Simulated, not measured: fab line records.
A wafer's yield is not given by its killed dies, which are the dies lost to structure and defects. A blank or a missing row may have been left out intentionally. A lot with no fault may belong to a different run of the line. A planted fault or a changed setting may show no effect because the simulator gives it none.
Problem report, 8D (eight disciplines) form, completed by code | flow berkeley cmos170 | the parts of the form that need people (team, actions taken, sign-off) are left out

1. THE ISSUE
rotation deg at UCB170_PLDD_IMPLANT_08 reads a mean of 89.993 degrees on 6 wafers of 2 lots; wafers without a fault read 0.000 degrees with a standard deviation of 0.019. That is +99 or more standard deviations from the usual mean.
Seen first at day 9 20:57 on implanter-04, wafer L180.1. At this step, 42 wafers from 14 lots have a number in the record. The rule behind "out" and "out of limits": a value lying over 4 standard deviations away from the usual mean. The rest of the wafers with a number are treated as sound.

2. WHAT THIS IS AND IS NOT
question                    | is                     | is not
which readings at this step | rotation deg           | -
which lots                  | L180, L184             | L164, L166, L168, L169, L170, L171, L173, L174, L175, L177, L182, L186
which wafers of those lots  | all that have a number | -
read on which tools         | implanter-04           | implanter-02, implanter-03
when                        | from day 9 20:57       | up to then (33 sound wafers); but 3 sound wafers of L186 came after

3. THE SUSPECTS, EACH WITH WHAT RULES IT OUT
Counting: a tool at any process step up to the reading remains a suspect when it ran all the lots that are out and ran no sound lot after the first of those.
- implanter-04 at UCB170_PLDD_IMPLANT_08: kept. All lots that are out passed through it, beginning with L180 at day 9 20:57, and no sound lot followed; its final sound lot before that point was L175 at day 9 01:33. On those wafers its own readings are out: rotation deg.
After counting, what remains is implanter-04 at UCB170_PLDD_IMPLANT_08.

4. THE CAUSE (what the simulator had put in)
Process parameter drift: implanter-04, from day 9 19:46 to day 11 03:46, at UCB170_PLDD_IMPLANT_08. Setting rotation deg shifted by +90 from 0. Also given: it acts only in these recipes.
Counting left only this tool.

5. THE EFFECT CHAIN, in route order
One row per reading whose mean, taken over the struck wafers that have a number, lies over 3 standard deviations from the usual. Scope: only readings with a usual standard deviation given in the record; hours: median across lots of the time from each lot's start at the first step in this table that gives one to its start at this step; sigmas: change in usual standard deviations.
hours | step                   | reading      | usual         | on struck wafers | change  | sigmas
0     | UCB170_PLDD_IMPLANT_08 | rotation deg | 0.000 degrees | 89.993           | +89.993 | +99 or more
Process steps it contains:
- UCB170_PLDD_IMPLANT_08
Later measuring or inspecting steps at which every struck wafer that the step has a row for has a number for every such reading, and none has moved that far: UCB170_V1_OVL_MEAS_13, UCB170_V2_BOW_MEAS_03.

6. HOW IT WOULD HAVE BEEN CAUGHT EARLIER
In this record the first reading out of limits was taken at day 9 20:57, 1 hour after the fault began at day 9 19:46.
